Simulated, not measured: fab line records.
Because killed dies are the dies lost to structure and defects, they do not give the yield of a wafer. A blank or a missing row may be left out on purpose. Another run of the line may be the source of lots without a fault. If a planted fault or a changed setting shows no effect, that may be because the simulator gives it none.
Code-filled problem report in 8D (eight disciplines) form | flow ritCmos | the parts of the form that need people (team, actions taken, sign-off) are left out

1. THE PROBLEM
Mean of killed_at_M0_to_M3 at RIT_M1_PROBE_99: 21.0 across 6 wafers in 2 lots; on wafers with no fault it is 0.0 (standard deviation 0.12). So: +99 or more standard deviations from the usual mean.
First observed at day 7 15:26: wafer L832.3, on prober-02. The record holds 42 wafers of 14 lots with a number at this step. By rule, "out" or "out of limits" means more than 4 standard deviations away from the usual mean. All remaining wafers that have a number are taken as sound.

2. WHAT THIS IS AND IS NOT
question                    | is                                                                                       | is not
which readings at this step | killed_at_M0_to_M3, defectLimitedYield, killedDies, killedOnRim, sortNPass, sortYieldPct | killedAtContacts, killedShort
which lots                  | L832, L833                                                                               | L814, L815, L817, L818, L819, L821, L824, L826, L827, L828, L830, L835
which wafers of those lots  | all that have a number                                                                   | -
read on which tools         | prober-02                                                                                | prober-01
when                        | from day 7 15:26                                                                         | up to then (33 sound wafers); but 3 sound wafers of L835 came after

3. WHAT RULES OUT EACH SUSPECT
Counting: a tool at a process step up to the reading stays a suspect if it ran every lot that is out and no sound lot after the first of them.
- plasmaAsher-04 at RIT_M1_STRIP_14 (strips in O2, time 180 s): kept. All lots that are out passed through it, beginning with L832 at day 7 12:21, and no sound lot followed; its final sound lot before that point was L828 at day 6 13:50.
- prober-02 at RIT_M1_PROBE_99: ruled out as a lasting fault. Sound lots L835 ran on it after its first lot that is out, L832 (day 7 15:26).
After counting, what remains is plasmaAsher-04 at RIT_M1_STRIP_14.

4. THE CAUSE (what the simulator had put in)
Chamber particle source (plasmaAsher-04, RIT_M1_STRIP_14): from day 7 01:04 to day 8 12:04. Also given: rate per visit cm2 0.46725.
Counting left only this tool.

5. THE CHAIN OF EFFECTS, in route order
Rows list readings where the struck wafers' mean (over those with a number) sits beyond 3 standard deviations from the usual. Scope: only readings with a usual standard deviation given in the record; hours: median across lots of the time from each lot's start at the first step in this table that gives one to its start at this step; sigmas: change in usual standard deviations.
hours | step            | reading              | usual  | on struck wafers | change | sigmas
0     | RIT_M1_PROBE_99 | defectLimitedYield   | 97.6 % | 88.0             | -9.6   | -8.0
0     | RIT_M1_PROBE_99 | killed_at_M0_to_M3   | 0.0    | 21.0             | +21.0  | +99 or more
0     | RIT_M1_PROBE_99 | killedDies           | 6      | 32               | +26    | +8.3
0     | RIT_M1_PROBE_99 | killedOnRim          | 1.7    | 8.7              | +7.0   | +5.4
0     | RIT_M1_PROBE_99 | sort_bin_3_pad_short | 0.1 %  | 1.5              | +1.4   | +6.4
0     | RIT_M1_PROBE_99 | sort_bin_5_function  | 1.5 %  | 7.8              | +6.2   | +7.3
0     | RIT_M1_PROBE_99 | sortNPass            | 258    | 232              | -26    | -8.3
0     | RIT_M1_PROBE_99 | sortYieldPct         | 97.6 % | 88.0             | -9.6   | -8.0
The process steps in it:
- RIT_M1_PROBE_99

6. HOW IT WOULD HAVE BEEN CAUGHT EARLIER
The fault began at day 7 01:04; the first out-of-limits reading in this record came at day 7 15:26, 14 hours later.
An alarm limit of 4 standard deviations would not have fired on the tool readings at RIT_M1_STRIP_14 for which the record gives a usual standard deviation, since none of them was out on any struck wafer.
Among the 2 lots that are out, L833 began RIT_M1_STRIP_14 on plasmaAsher-04 after day 7 15:26. Holding the tool at that time would have saved it.
